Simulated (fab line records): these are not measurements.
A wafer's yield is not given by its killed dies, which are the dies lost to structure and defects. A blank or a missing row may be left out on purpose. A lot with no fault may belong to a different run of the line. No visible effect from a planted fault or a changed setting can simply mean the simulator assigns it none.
Lot-split experiment    flow ritCmos    5 lots, 23 wafers read, on a route of 202 steps

SPLIT DETAILS
At RIT_PWELL_IMPLANT_08, the setting doseCm2 was moved away from the recipe's 7e+13 on 7 of the 23 wafers read, by -6.5% to -3.1%. The other wafers ran this setting at the recipe's value.

FROM THE SPLIT TO THE READING: what the file shows between them, 4 steps
- RIT_PWELL_STRIP_09: strips in O2, time 180 s
- RIT_PWELL_TW_MEAS_10
- RIT_WELLDRIVE_ANNEAL_00: time 14700 s
- RIT_WELLDRIVE_RS_MEAS_01: measures by four-point-probe

THE READING
At RIT_WELLDRIVE_RS_MEAS_02, a four-point-probe measurement gives PWELL_RS in ohm/sq. Fault-free wafers of this fab line usually give 429.4 ohm/sq, standard deviation 1.3 ohm/sq.

wafer   tool, chamber at the split  doseCm2 as run  against the recipe  PWELL_RS, ohm/sq  against lot-mates on the recipe
L076.2  implanter-03, 0             6.745e+13       -3.6%               438.9             +10.0
L076.3  implanter-03, 0             7e+13           recipe              428.6             -
L076.4  implanter-03, 0             7e+13           recipe              430.0             -
L076.5  implanter-03, 0             6.745e+13       -3.6%               438.8             +9.9
L076.6  implanter-03, 0             7e+13           recipe              428.0             -
L078.1  implanter-01, 0             7e+13           recipe              426.8             -
L078.2  implanter-01, 0             7e+13           recipe              427.3             -
L078.3  implanter-01, 0             7e+13           recipe              429.0             -
L078.4  implanter-01, 0             7e+13           recipe              427.5             -
L078.5  implanter-01, 0             7e+13           recipe              427.5             -
L080.1  implanter-01, 0             6.547e+13       -6.5%               448.4             +18.2
L080.2  implanter-01, 0             6.547e+13       -6.5%               448.8             +18.7
L080.3  implanter-01, 0             7e+13           recipe              429.9             -
L080.5  implanter-01, 0             6.547e+13       -6.5%               448.6             +18.5
L080.6  implanter-01, 0             7e+13           recipe              430.4             -
L082.1  implanter-01, 0             7e+13           recipe              430.3             -
L082.2  implanter-01, 0             7e+13           recipe              428.5             -
L082.4  implanter-01, 0             6.786e+13       -3.1%               437.6             +8.2
L082.5  implanter-01, 0             6.786e+13       -3.1%               438.9             +9.5
L082.6  implanter-01, 0             7e+13           recipe              429.5             -
L083.2  implanter-04, 0             7e+13           recipe              429.7             -
L083.4  implanter-04, 0             7e+13           recipe              428.8             -
L083.6  implanter-04, 0             7e+13           recipe              430.7             -

FIT RESULTS
A straight line over all 23 wafers: PWELL_RS changes by -3 ohm/sq for each +1% of doseCm2; r = -0.99; the points scatter about the line by 1.1 ohm/sq.
The same after taking each lot's own level away (the mean of its wafers on the recipe; 23 wafers): -2.84 ohm/sq for each +1%; r = -1.00; scatter 0.68 ohm/sq.
That fit puts the effect of the largest move of doseCm2 on the reading at 18 ohm/sq.
Across the lots, their own levels run from 427.62 to 430.15 ohm/sq, a range of 1.9 times the standard deviation given above.
The two slopes agree, so the slope changes little with the lot-to-lot level.
Check: with one of the wafers moved furthest among these (-6.5%) left out of the fit, the line predicts +18.4 ohm/sq for it against its lot-mates. It came out at +18.2 ohm/sq against them.

OTHER SPLITS ON THESE WAFERS
Other splits were also applied to these wafers ahead of the reading. Each is held against what the fit with the lots' levels taken away leaves over:
other split on the same wafers  wafers away from the commonest value  r with PWELL_RS (lot level and that fit taken away)
RIT_ACTIVE_CVD_03 nh3FlowSccm   10                                    +0.02
RIT_ACTIVE_CLEAN_15 timeS       15                                    +0.10
RIT_NWELL_SOFTBAKE_02 tempC     11                                    +0.35
RIT_NWELL_IMPLANT_08 doseCm2    7                                     +0.05
RIT_PWELL_COAT_01 resistThkNm   7                                     +0.42

THE WHOLE CHAIN: every reading that the file lists as answering this split, in the file's order
step                      what it does                  reading   change (the file's fit)            r (the file's)
RIT_PWELL_TW_MEAS_10                                    PWELL_TW  +2.76 for each +1% of the setting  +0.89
RIT_WELLDRIVE_RS_MEAS_02  measures by four-point-probe  PWELL_RS  -2.83 for each +1% of the setting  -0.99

THE FILE'S OWN FIT
PWELL_RS changes by -2.83 ohm/sq for each +1% of doseCm2, r = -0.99.
